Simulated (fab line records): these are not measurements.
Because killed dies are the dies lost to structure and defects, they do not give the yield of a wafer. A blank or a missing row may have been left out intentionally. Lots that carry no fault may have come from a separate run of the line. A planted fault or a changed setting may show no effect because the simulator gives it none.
Struck lot and sound lot, side by side | flow rit_cmos | 15 out of 202 route steps
Sound: wafers L987.4, L987.5, L987.6. Struck: wafers L996.1, L996.3, L996.4. The cause is named last.
At each step with rows: each side's tool, then ch and its chambers, then its first start. Under that, the readings that differ: sound wafers | struck wafers | difference of the means | sigmas: that difference in standard deviations of wafers without a fault.
alike: words and numbers the same on both sides, and readings whose means are apart by under 2 such deviations; not compared: readings that were withheld, readings missing a value for some wafer, numbers with overlapping values and no deviation given by the record, and bounds like >300 which may hide the same value.
Wherever a step has rows on one side only, a row that says differs or no value, or a row with sigmas, the two part there. Non-overlapping numbers with no deviation appear without sigmas and do not part them. A reading missing from all wafers of one side parts the sides only when that side holds two or more wafers.

RIT_GATE_THK_MEAS_07:
  sound on film_metro-03, day 2 19:58; struck on film_metro-01, day 4 16:07
  alike: GATE_OXIDE_THK
then, 1 step without rows for these wafers: RIT_GATE_CVD_08 (deposits poly-Si from SiH4, target thk 250 nm, time 2220 s).
RIT_GATE_THK_MEAS_09:
  sound on film_metro-03, day 2 21:38; struck on film_metro-04, day 4 17:47
  alike: GATE_POLY_THK
then, 6 steps without rows for these wafers: RIT_GATE_HMDS_10 (prime time 60 s); RIT_GATE_COAT_11 (resist thk 850 nm); RIT_GATE_SOFTBAKE_12 (time 60 s); RIT_GATE_EXPOSE_13 (exposes mask M6, target cd 150 nm); RIT_GATE_PEB_14; RIT_GATE_DEVELOP_15 (develop time 50 s).
RIT_GATE_CD_MEAS_16 targets a cd of 150 nm.
  sound on cd_sem-02, day 2 22:40; struck on cd_sem-01, day 4 18:41
  alike: cd_nm
RIT_GATE_OVL_MEAS_17:
  sound on overlay-02, day 2 22:45; struck on overlay-01, day 4 18:49
  alike: GATE_OVL
then, 1 step without rows for these wafers: RIT_GATE_HARDBAKE_18 (time 60 s).
RIT_GATE_ETCH_19: etches poly-Si in SF6/CHF3/O2, stops on SiO2, time 165 s, target depth 312.5 nm.
  sound on rie_si-01 ch 1,2, day 2 23:04; struck on rie_si-02 ch 1,2,3, day 4 19:00
  no value came back on the struck wafers for any of 5 readings (CHF3_flow_sccm (sccm), O2_flow_sccm (sccm) and others); on the sound wafers CHF3_flow_sccm (sccm) reads 30.02 30.07 30.13
  reading                                   | sound             | struck            | difference | sigmas
  model.NOVOLAK_of_GATE_COAT_11.thk_nm (nm) | 671.6 671.6 673.6 | 753.6 753.8 751.9 | +80.8      |
  not compared: rf_hours_counter_h, model.SiO2_of_FOX2_OXIDATION_00.thk_nm
RIT_GATE_STRIP_20: strips in O2, time 180 s.
  sound on plasma_asher-01 ch 0,1, day 2 23:14; struck on plasma_asher-02 ch 0,1, day 4 19:07
  alike: drypump_motor_current_A
  not compared: rf_hours_counter_h
RIT_GATE_CD_MEAS_90 targets a cd of 150 nm.
  sound on cd_sem-02, day 2 23:25; struck on cd_sem-02, day 4 19:17
  reading    | sound             | struck | difference                    | sigmas
  cd_nm (nm) | 150.0 149.7 152.8 | - - -  | no value on the struck wafers |

== WHERE THEY PART ==
First at RIT_GATE_ETCH_19; last, within this record, at RIT_GATE_CD_MEAS_90.

WHY: whatever the simulator had introduced
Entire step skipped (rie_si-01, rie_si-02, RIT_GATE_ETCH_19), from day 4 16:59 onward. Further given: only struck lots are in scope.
